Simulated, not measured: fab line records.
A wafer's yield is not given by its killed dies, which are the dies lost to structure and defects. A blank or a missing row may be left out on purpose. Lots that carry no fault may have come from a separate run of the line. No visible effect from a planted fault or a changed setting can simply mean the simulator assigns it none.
Struck lot and sound lot, side by side || flow rit-cmos || 39 out of 202 route steps
Sound: these wafers, L648.4, L648.5, L648.6. The struck wafers were L646.1, L646.2, L646.5. The cause comes at the end.
For every step that has rows: the tool of each side, followed by ch and its chambers, followed by its first start. Under that, the readings that differ: sound wafers || struck wafers || difference of the means || sigmas: that difference in standard deviations of wafers without a fault.
alike: readings with means less than 2 such deviations apart, plus words and numbers identical on both sides. not compared: withheld readings, readings lacking a value on some wafer, bounds such as >300 that could conceal the same value, and numbers that have no deviation in the record and whose values overlap.
A row with sigmas, a row that says differs or no value, or rows on one side alone: a step with any of these is where the two part. Numbers that have no deviation but don't overlap get no sigmas and don't part them. Lack of a reading on every wafer of one side parts them only where that side has two or more wafers.

first, 3 steps without rows for these wafers: RIT_GATE_EXPOSE_13 (exposes mask M6, target cd 150 nm); RIT_GATE_PEB_14; RIT_GATE_DEVELOP_15 (develop time 50 s).
RIT_GATE_CD_MEAS_16: the cd target is 150 nm.
  sound: cd-sem-01 at day 5 11:50; struck: cd-sem-01 at day 4 18:44
  alike: cd-nm
RIT_GATE_OVL_MEAS_17:
  sound: overlay-02 at day 5 11:55; struck: overlay-01 at day 4 18:52
  alike: GATE_OVL
then, 1 step without rows for these wafers: RIT_GATE_HARDBAKE_18 (time 60 s).
RIT_GATE_ETCH_19: etches poly-Si in SF6/CHF3/O2, stops on SiO2, time 165 s, target depth 312.5 nm.
  sound on rie-si-01 ch 1,2, day 5 12:05; struck on rie-si-01 ch 0,2, day 4 19:03
  alike: SF6_flow_sccm, drypump-motor-current-A, he-backside-leak-sccm, oes-product-au, throttle-valve-pct
  not compared: rf-hours-counter-h
RIT_GATE_STRIP_20: strips in O2, time 180 s.
  sound on plasma-asher-03 ch 0,1, day 5 12:15; struck on plasma-asher-01 ch 0,1, day 4 19:10
  alike: drypump-motor-current-A
  not compared: rf-hours-counter-h
RIT_GATE_CD_MEAS_90: the cd target is 150 nm.
  sound: cd-sem-02 at day 5 12:26; struck: cd-sem-02 at day 4 19:20
  alike: cd-nm
then, 3 steps without rows for these wafers: RIT_REOX_CLEAN_00 (cleans in SC1, time 600 s); RIT_REOX_CLEAN_01 (cleans in dHF, time 30 s); RIT_REOX_CLEAN_02 (cleans in SC2, time 600 s).
RIT_REOX_OXIDATION_03: target thk 25.2 nm, ox time 5580 s.
  sound on furnace-04 ch 0, day 5 13:46; struck on furnace-01 ch 0, day 4 20:35
{"reading": "spike-tc-centre-C (C)", "sound": "901.4 900.8 901.4", "struck": "910.5 910.7 911.4", "difference": "+9.7", "sigmas": "+7"}
{"reading": "tube-center-temp-C (C)", "sound": "900.01 899.92 899.93", "struck": "907.98 908.05 907.92", "difference": "+8.03", "sigmas": "+97"}
{"reading": "tube_center_temp_C_max", "sound": "902.6 902.3 902.2", "struck": "910.1 910.2 910.4", "difference": "+7.9", "sigmas": "+21"}
{"reading": "model.SiO2_of_REOX_OXIDATION_03.thk-nm (nm)", "sound": "25.29 25.2 25.45", "struck": "27.36 27.69 28.25", "difference": "+2.45", "sigmas": ""}
RIT_REOX_THK_MEAS_04:
  sound: film-metro-03 at day 5 16:21; struck: film-metro-02 at day 4 23:08
{"reading": "REOX_OXIDE_THK (nm)", "sound": "25.3 25.2 25.4", "struck": "27.4 27.8 28.2", "difference": "+2.5", "sigmas": "+4"}
then, 6 steps without rows for these wafers: RIT_NLDD_HMDS_00 (prime time 60 s); RIT_NLDD_COAT_01 (resist thk 1000 nm); RIT_NLDD_SOFTBAKE_02 (time 60 s); RIT_NLDD_EXPOSE_03 (exposes mask M7, target cd 40700 nm); RIT_NLDD_PEB_04; RIT_NLDD_DEVELOP_05 (develop time 50 s).
RIT_NLDD_OVL_MEAS_06:
  sound: overlay-01 at day 5 17:22; struck: overlay-02 at day 5 00:10
  alike: NLDD_OVL
then, 2 steps without rows for these wafers: RIT_NLDD_HARDBAKE_07 (time 60 s); RIT_NLDD_IMPLANT_08.
RIT_NLDD_STRIP_09: strips in O2, time 180 s.
  sound on plasma-asher-03 ch 0,1, day 5 17:45; struck on plasma-asher-02 ch 0,1, day 5 00:30
  alike: drypump-motor-current-A
  not compared: rf-hours-counter-h
RIT_NLDD_TW_MEAS_10:
  sound: film-metro-01 at day 5 17:53; struck: film-metro-02 at day 5 00:40
  alike: NLDD_TW
then, 6 steps without rows for these wafers: RIT_PLDD_HMDS_00 (prime time 60 s); RIT_PLDD_COAT_01 (resist thk 1000 nm); RIT_PLDD_SOFTBAKE_02 (time 60 s); RIT_PLDD_EXPOSE_03 (exposes mask M8, target cd 40900 nm); RIT_PLDD_PEB_04; RIT_PLDD_DEVELOP_05 (develop time 50 s).
RIT_PLDD_OVL_MEAS_06:
  sound: overlay-01 at day 5 18:47; struck: overlay-02 at day 5 01:35
{"reading": "PLDD_OVL (nm)", "sound": "-0.7 0.7 1.4", "struck": "-2.3 -3.2 -2.2", "difference": -3.0, "sigmas": -2}
then, 2 steps without rows for these wafers: RIT_PLDD_HARDBAKE_07 (time 60 s); RIT_PLDD_IMPLANT_08.
RIT_PLDD_STRIP_09: strips in O2, time 180 s.
  sound on plasma-asher-04 ch 0,1, day 5 19:10; struck on plasma-asher-03 ch 0,1, day 5 01:55
  alike: drypump-motor-current-A
  not compared: rf-hours-counter-h
RIT_PLDD_TW_MEAS_10:
  sound: film-metro-01 at day 5 19:19; struck: film-metro-02 at day 5 02:05
  alike: PLDD_TW
RIT_SPACER_CLEAN_00: cleans in SC1, time 600 s.
  sound on wet-bench-04 ch 0, day 5 19:20; struck on wet-bench-04 ch 3, day 5 02:09
{"reading": "model.SiO2_of_REOX_OXIDATION_03.thk-nm (nm)", "sound": "23.35 23.27 23.51", "struck": "25.27 25.56 26.07", "difference": "+2.26", "sigmas": ""}
then, 1 step without rows for these wafers: RIT_SPACER_CLEAN_01 (cleans in dHF, time 30 s).
RIT_M1_PROBE_99:
  sound: prober-01 at day 6 08:38; struck: prober-01 at day 5 15:28
{"reading": "model.etest.pmos-turned.r-on-ohm-um", "sound": "3356 3382 3374", "struck": "3879 3974 4163", "difference": "+635", "sigmas": ""}
{"reading": "model.etest.pmos_0p3.r-on-ohm-um", "sound": "6205 6304 6204", "struck": "6545 6518 6739", "difference": "+363", "sigmas": ""}
{"reading": "model.etest.pmos_0p15.r-on-ohm-um", "sound": "2693 2741 2718", "struck": "2944 3023 3084", "difference": "+300", "sigmas": ""}
{"reading": "model.etest.pldd.rs-ohm-sq", "sound": "502.3 496 515", "struck": "641.7 664 703.1", "difference": "+165.2", "sigmas": ""}
{"reading": "model.etest.nmos_0p3.r-on-ohm-um", "sound": "2119 2168 2142", "struck": "2238 2228 2289", "difference": "+109", "sigmas": ""}
{"reading": "model.etest.nmos_0p15.r-on-ohm-um", "sound": "1093 1125 1125", "struck": "1174 1182 1215", "difference": "+76", "sigmas": ""}
{"reading": "model.etest.nmos-turned.drive-ua-um", "sound": "327.4 327 325", "struck": "266.6 256.9 245.3", "difference": -70.2, "sigmas": ""}
{"reading": "model.etest.nldd.rs-ohm-sq", "sound": "388.1 385.3 391.3", "struck": "417.6 426.9 436.8", "difference": "+38.9", "sigmas": ""}
  alike: killed-at-front-end, killed-dies, killed-open, killed-short

== WHERE THEY PART ==
At RIT_REOX_OXIDATION_03 first; at RIT_PLDD_OVL_MEAS_06 last (within this record only). Later steps at which nothing parts them and some readings are alike: RIT_PLDD_STRIP_09, RIT_PLDD_TW_MEAS_10, RIT_M1_PROBE_99.

WHY: what the simulator had put in
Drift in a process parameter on furnace-01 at RIT_REOX_OXIDATION_03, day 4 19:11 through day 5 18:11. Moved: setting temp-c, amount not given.
